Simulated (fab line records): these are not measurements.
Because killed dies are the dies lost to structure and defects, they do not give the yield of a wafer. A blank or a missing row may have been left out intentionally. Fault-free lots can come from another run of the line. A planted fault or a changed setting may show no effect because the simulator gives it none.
fab line records :: flow rit-cmos
record:
  lots: 14
  wafers: 42
  last-day: 7
route steps=202 shown SPACER@130
lots with no fault: from the same line, run without faults
start-h: start of the lot's first displayed wafer, in hours after the record's first day :: wait-h: hours since the lot's step before :: " as in the row above :: L1.1+2: one row covering several wafers at once :: - no value, or no start given :: * or withheld: withheld :: < > ~ a bound
route shown NAME@n: names a module that has steps shown in the file, with the first one's number in the route :: usual: average and standard deviation across the fault-free wafers :: same: alike in all rows :: chamber/n: place in a boat :: sites: each site's reading :: _std_site: the values' standard deviation :: _edge_site: outer sites' mean less inner sites' :: radius-mm: for every site, how far away it sits from the centre of the wafer :: mask NAME#n: copy n :: behind: tool/chamber where the wafer was last shaped :: hold: the reason the lot was held/the length of the hold in hours/how it ended :: device: transistor that didn't switch, given as n, p or np :: end of line: at the end of the route, the tests of the same wafers :: a step with no rows: only its recipe :: killed: count of dies lost to structure and defects at first sort (not the wafer's yield) :: map: a wafer's dies, marking killed ones x, the rest . and places with no die _
set.NAME: the setting the step ran with; set.NAME@STEP: the setting that earlier step ran with :: model.NAME: the simulator's own value behind a step, which no gauge read
the route's steps for a sample of lots (tables are steps, rows are wafers)
services: from which hour (start-h, from the record's first day; less than 0 if before it) a tool's chamber was out of use, for how many hours, and why
== steps ==
step: RIT_SPACER_ETCHBACK_05
recipe:
  target-depth-a: 2500
  SF6_flow_sccm: 30
  CHF3_flow_sccm: 30
  target: Si3N4
  chemistry: SF6/CHF3
  pressure-mtorr: 40
  rf-w: 250
  time-s: 240
  stop-on: SiO2
usual:
  CHF3_flow_sccm: 30.01/0.091
  drypump-motor-current-A: 5.8/0.68
  oes-product-au: 0.840/0.015
  throttle-valve-pct: 10.23/0.13
same:
  time-s: 240
lot.wafer: L713.1
tool: rie-diel-01
chamber: 1
start-h: 45.68
wait-h: 0.1
CHF3_flow_sccm: 30.14
drypump-motor-current-A: 6.6
oes-product-au: 0.822
rf-hours-counter-h: 17
throttle-valve-pct: 10.26

lot.wafer: L713.2
tool: rie-diel-01
chamber: 2
start-h: 45.68
wait-h: 0.1
CHF3_flow_sccm: 29.98
drypump-motor-current-A: 5.2
oes-product-au: 0.819
rf-hours-counter-h: 18
throttle-valve-pct: 10.33

lot.wafer: L713.5
tool: rie-diel-01
chamber: 2
start-h: 45.68
wait-h: 0.1
CHF3_flow_sccm: 29.86
drypump-motor-current-A: 5.2
oes-product-au: 0.814
rf-hours-counter-h: -
throttle-valve-pct: 10.34

lot.wafer: L714.2
tool: rie-diel-01
chamber: 1
start-h: 52.11
wait-h: 0.0
CHF3_flow_sccm: 30.07
drypump-motor-current-A: 6.6
oes-product-au: 0.827
rf-hours-counter-h: 17
throttle-valve-pct: 10.27

lot.wafer: L714.5
tool: rie-diel-01
chamber: 0
start-h: 52.11
wait-h: 0.0
CHF3_flow_sccm: 29.87
drypump-motor-current-A: 5.2
oes-product-au: 0.861
rf-hours-counter-h: -
throttle-valve-pct: 10.08

lot.wafer: L714.6
tool: rie-diel-01
chamber: 1
start-h: 52.11
wait-h: 0.0
CHF3_flow_sccm: 30.08
drypump-motor-current-A: 6.7
oes-product-au: 0.835
rf-hours-counter-h: -
throttle-valve-pct: 10.26

lot.wafer: L715.1
tool: rie-diel-04
chamber: 1
start-h: 60.16
wait-h: 0.1
CHF3_flow_sccm: 29.91
drypump-motor-current-A: 4.7
oes-product-au: 0.839
rf-hours-counter-h: 72
throttle-valve-pct: 10.31

lot.wafer: L715.4
tool: rie-diel-04
chamber: 2
start-h: 60.16
wait-h: 0.1
CHF3_flow_sccm: 30.07
drypump-motor-current-A: 5.4
oes-product-au: 0.830
rf-hours-counter-h: 105
throttle-valve-pct: 10.45

lot.wafer: L715.5
tool: rie-diel-04
chamber: 1
start-h: 60.16
wait-h: 0.1
CHF3_flow_sccm: 29.95
drypump-motor-current-A: 4.7
oes-product-au: 0.844
rf-hours-counter-h: -
throttle-valve-pct: 10.29

lot.wafer: L716.1
tool: rie-diel-01
chamber: 1
start-h: 62.53
wait-h: 0.1
CHF3_flow_sccm: 29.97
drypump-motor-current-A: 6.7
oes-product-au: 0.846
rf-hours-counter-h: 17
throttle-valve-pct: 10.26

lot.wafer: L716.5
tool: rie-diel-01
chamber: 3
start-h: 62.53
wait-h: 0.1
CHF3_flow_sccm: 30.09
drypump-motor-current-A: 6.5
oes-product-au: 0.883
rf-hours-counter-h: -
throttle-valve-pct: 10.15

lot.wafer: L716.6
tool: rie-diel-01
chamber: 2
start-h: 62.53
wait-h: 0.1
CHF3_flow_sccm: 30.01
drypump-motor-current-A: 5.2
oes-product-au: 0.831
rf-hours-counter-h: -
throttle-valve-pct: 10.35

lot.wafer: L717.2
tool: rie-diel-02
chamber: 3
start-h: 66.51
wait-h: 0.0
CHF3_flow_sccm: 29.93
drypump-motor-current-A: 6.2
oes-product-au: 0.844
rf-hours-counter-h: 22
throttle-valve-pct: 10.27

lot.wafer: L717.5
tool: rie-diel-02
chamber: 2
start-h: 66.51
wait-h: 0.0
CHF3_flow_sccm: 30.02
drypump-motor-current-A: 5.6
oes-product-au: 0.851
rf-hours-counter-h: -
throttle-valve-pct: 10.33

lot.wafer: L717.6
tool: rie-diel-02
chamber: 3
start-h: 66.51
wait-h: 0.0
CHF3_flow_sccm: 30.09
drypump-motor-current-A: 6.2
oes-product-au: 0.840
rf-hours-counter-h: -
throttle-valve-pct: 10.26

lot.wafer: L718.1
tool: rie-diel-04
chamber: 0
start-h: 71.72
wait-h: 0.1
CHF3_flow_sccm: 29.86
drypump-motor-current-A: 6.2
oes-product-au: 0.822
rf-hours-counter-h: 135
throttle-valve-pct: 10.19

lot.wafer: L718.2
tool: rie-diel-04
chamber: 3
start-h: 71.72
wait-h: 0.1
CHF3_flow_sccm: 30.06
drypump-motor-current-A: 6.4
oes-product-au: 0.826
rf-hours-counter-h: 3
throttle-valve-pct: 9.96

lot.wafer: L718.4
tool: rie-diel-04
chamber: 1
start-h: 71.72
wait-h: 0.1
CHF3_flow_sccm: 30.02
drypump-motor-current-A: 4.7
oes-product-au: 0.834
rf-hours-counter-h: 72
throttle-valve-pct: 10.31

lot.wafer: L719.3
tool: rie-diel-04
chamber: 1
start-h: 78.04
wait-h: 0.0
CHF3_flow_sccm: 30.26
drypump-motor-current-A: 4.7
oes-product-au: 0.840
rf-hours-counter-h: 72
throttle-valve-pct: 10.29

lot.wafer: L719.4
tool: rie-diel-04
chamber: 3
start-h: 78.04
wait-h: 0.0
CHF3_flow_sccm: 29.91
drypump-motor-current-A: 6.4
oes-product-au: 0.825
rf-hours-counter-h: 3
throttle-valve-pct: 9.95

lot.wafer: L719.6
tool: rie-diel-04
chamber: 1
start-h: 78.04
wait-h: 0.0
CHF3_flow_sccm: 30.08
drypump-motor-current-A: 4.7
oes-product-au: 0.840
rf-hours-counter-h: -
throttle-valve-pct: 10.30

lot.wafer: L720.1
tool: rie-diel-04
chamber: 0
start-h: 86.09
wait-h: 0.1
CHF3_flow_sccm: 29.92
drypump-motor-current-A: 6.3
oes-product-au: 0.817
rf-hours-counter-h: 136
throttle-valve-pct: 10.18

lot.wafer: L720.2
tool: rie-diel-04
chamber: 3
start-h: 86.09
wait-h: 0.1
CHF3_flow_sccm: 30.20
drypump-motor-current-A: 6.3
oes-product-au: 0.825
rf-hours-counter-h: 3
throttle-valve-pct: 9.94

lot.wafer: L720.5
tool: rie-diel-04
chamber: 0
start-h: 86.09
wait-h: 0.1
CHF3_flow_sccm: 29.78
drypump-motor-current-A: 6.3
oes-product-au: 0.822
rf-hours-counter-h: -
throttle-valve-pct: 10.20

lot.wafer: L721.2
tool: rie-diel-02
chamber: 1
start-h: 88.01
wait-h: 0.0
CHF3_flow_sccm: 30.00
drypump-motor-current-A: 4.9
oes-product-au: 0.850
rf-hours-counter-h: 14
throttle-valve-pct: 10.34

lot.wafer: L721.5
tool: rie-diel-02
chamber: 3
start-h: 88.01
wait-h: 0.0
CHF3_flow_sccm: 30.11
drypump-motor-current-A: 6.2
oes-product-au: 0.831
rf-hours-counter-h: -
throttle-valve-pct: 10.26

lot.wafer: L721.6
tool: rie-diel-02
chamber: 0
start-h: 88.01
wait-h: 0.0
CHF3_flow_sccm: 29.92
drypump-motor-current-A: 6.5
oes-product-au: 0.838
rf-hours-counter-h: -
throttle-valve-pct: 10.09

lot.wafer: L722.1
tool: rie-diel-01
chamber: 3
start-h: 91.35
wait-h: 0.1
CHF3_flow_sccm: 29.90
drypump-motor-current-A: 6.4
oes-product-au: 0.887
rf-hours-counter-h: 23
throttle-valve-pct: 10.15

lot.wafer: L722.2
tool: rie-diel-01
chamber: 0
start-h: 91.35
wait-h: 0.1
CHF3_flow_sccm: 29.99
drypump-motor-current-A: 5.2
oes-product-au: 0.866
rf-hours-counter-h: 158
throttle-valve-pct: 10.07

lot.wafer: L722.4
tool: rie-diel-01
chamber: 1
start-h: 91.35
wait-h: 0.1
CHF3_flow_sccm: 29.86
drypump-motor-current-A: 6.6
oes-product-au: 0.834
rf-hours-counter-h: 18
throttle-valve-pct: 10.25

lot.wafer: L728.1
tool: rie-diel-02
chamber: 2
start-h: 123.24
wait-h: 0.1
CHF3_flow_sccm: 29.96
drypump-motor-current-A: 5.7
oes-product-au: 0.758
rf-hours-counter-h: 6
throttle-valve-pct: 10.30

lot.wafer: L728.2
tool: rie-diel-02
chamber: 1
start-h: 123.24
wait-h: 0.1
CHF3_flow_sccm: 30.14
drypump-motor-current-A: 4.9
oes-product-au: 0.752
rf-hours-counter-h: 15
throttle-valve-pct: 10.32

lot.wafer: L728.3
tool: rie-diel-02
chamber: 0
start-h: 123.24
wait-h: 0.1
CHF3_flow_sccm: 29.94
drypump-motor-current-A: 6.5
oes-product-au: 0.748
rf-hours-counter-h: 36
throttle-valve-pct: 10.06

lot.wafer: L731.1
tool: rie-diel-02
chamber: 2
start-h: 141.19
wait-h: 0.1
CHF3_flow_sccm: 30.02
drypump-motor-current-A: 5.7
oes-product-au: 0.762
rf-hours-counter-h: 6
throttle-valve-pct: 10.31

lot.wafer: L731.2
tool: rie-diel-02
chamber: 1
start-h: 141.19
wait-h: 0.1
CHF3_flow_sccm: 30.00
drypump-motor-current-A: 4.9
oes-product-au: 0.755
rf-hours-counter-h: 15
throttle-valve-pct: 10.30

lot.wafer: L731.6
tool: rie-diel-02
chamber: 0
start-h: 141.19
wait-h: 0.1
CHF3_flow_sccm: 29.90
drypump-motor-current-A: 6.5
oes-product-au: 0.755
rf-hours-counter-h: -
throttle-valve-pct: 10.05

lot.wafer: L733.1
tool: rie-diel-01
chamber: 3
start-h: 150.58
wait-h: 0.1
CHF3_flow_sccm: 30.00
drypump-motor-current-A: 6.5
oes-product-au: 0.866
rf-hours-counter-h: 25
throttle-valve-pct: 10.15

lot.wafer: L733.2
tool: rie-diel-01
chamber: 1
start-h: 150.58
wait-h: 0.1
CHF3_flow_sccm: 30.00
drypump-motor-current-A: 6.7
oes-product-au: 0.830
rf-hours-counter-h: 19
throttle-valve-pct: 10.26

lot.wafer: L733.3
tool: rie-diel-01
chamber: 2
start-h: 150.58
wait-h: 0.1
CHF3_flow_sccm: 29.97
drypump-motor-current-A: 5.2
oes-product-au: 0.812
rf-hours-counter-h: 20
throttle-valve-pct: 10.34

lot.wafer: L734.4
tool: rie-diel-04
chamber: 0
start-h: 153.45
wait-h: 0.0
CHF3_flow_sccm: 30.11
drypump-motor-current-A: 6.2
oes-product-au: 0.839
rf-hours-counter-h: 137
throttle-valve-pct: 10.20

lot.wafer: L734.5
tool: rie-diel-04
chamber: 1
start-h: 153.45
wait-h: 0.0
CHF3_flow_sccm: 29.99
drypump-motor-current-A: 4.7
oes-product-au: 0.842
rf-hours-counter-h: -
throttle-valve-pct: 10.29

lot.wafer: L734.6
tool: rie-diel-04
chamber: 2
start-h: 153.45
wait-h: 0.0
CHF3_flow_sccm: 30.02
drypump-motor-current-A: 5.4
oes-product-au: 0.844
rf-hours-counter-h: -
throttle-valve-pct: 10.46
== services ==
tool: rie-diel-01
chamber: 3
start-h: 21.77
hours: 7.6
kind: repair

tool: rie-diel-01
chamber: -
start-h: 39.73
hours: 0.3
kind: repair

tool: rie-diel-02
chamber: -
start-h: 72.63
hours: 2.8
kind: pm

tool: rie-diel-04
chamber: -
start-h: 75.68
hours: 0.6
kind: repair

tool: rie-diel-04
chamber: 1
start-h: 97.35
hours: 7.6
kind: repair

tool: rie-diel-04
chamber: 0
start-h: 101.10
hours: 4.5
kind: repair

tool: rie-diel-01
chamber: 0
start-h: 106.33
hours: -
kind: clean

tool: rie-diel-01
chamber: 0
start-h: 106.33
hours: 22.8
kind: scheduled-down

tool: rie-diel-01
chamber: 0
start-h: 106.33
hours: 22.8
kind: vent-cycle

tool: rie-diel-04
chamber: 3
start-h: 109.76
hours: 2.6
kind: repair

tool: rie-diel-04
chamber: 0
start-h: 121.56
hours: 1.8
kind: repair

tool: rie-diel-02
chamber: -
start-h: 146.66
hours: 1.0
kind: repair
== key ==
first-sign:
  step: RIT_SPACER_ETCHBACK_05
  reading: oes-product-au
  direction: down
  sigmas: 5.7
  usual: 0.840
  struck: 0.755
effect none on later readings
met-at RIT_SPACER_ETCHBACK_05
struck-lots L728,L731
later-rows-left-out L728.1,L728.2,L728.3,L731.1,L731.2,L731.6
sort-left-out L728.1,L728.2,L728.3,L731.1,L731.2,L731.6
tester-left-out L728,L731
onset-between 88.01 123.24
fault:
  kind: process-parameter-drift
  tool: rie-diel-02
  chamber: -
  onset-h: 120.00
  steps: RIT_SPACER_ETCHBACK_05
  channel: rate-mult
  offset: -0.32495
  shape: step
  end-h: 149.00
tester-left-out: of these lots the tester's yield and bins aren't shown, on N5 and GAA mostly nor the transistor test; their killed dies are dies lost to structure and defects alone, not to doping, threshold or leakage, so they don't give the yield
sort-left-out: the simulated sort isn't trusted on such a fault, so these wafers' sort isn't shown, and their yield isn't known
later-rows-left-out: the simulator's readings of these wafers behind a module that went badly wrong aren't trusted and aren't shown, but for the sort
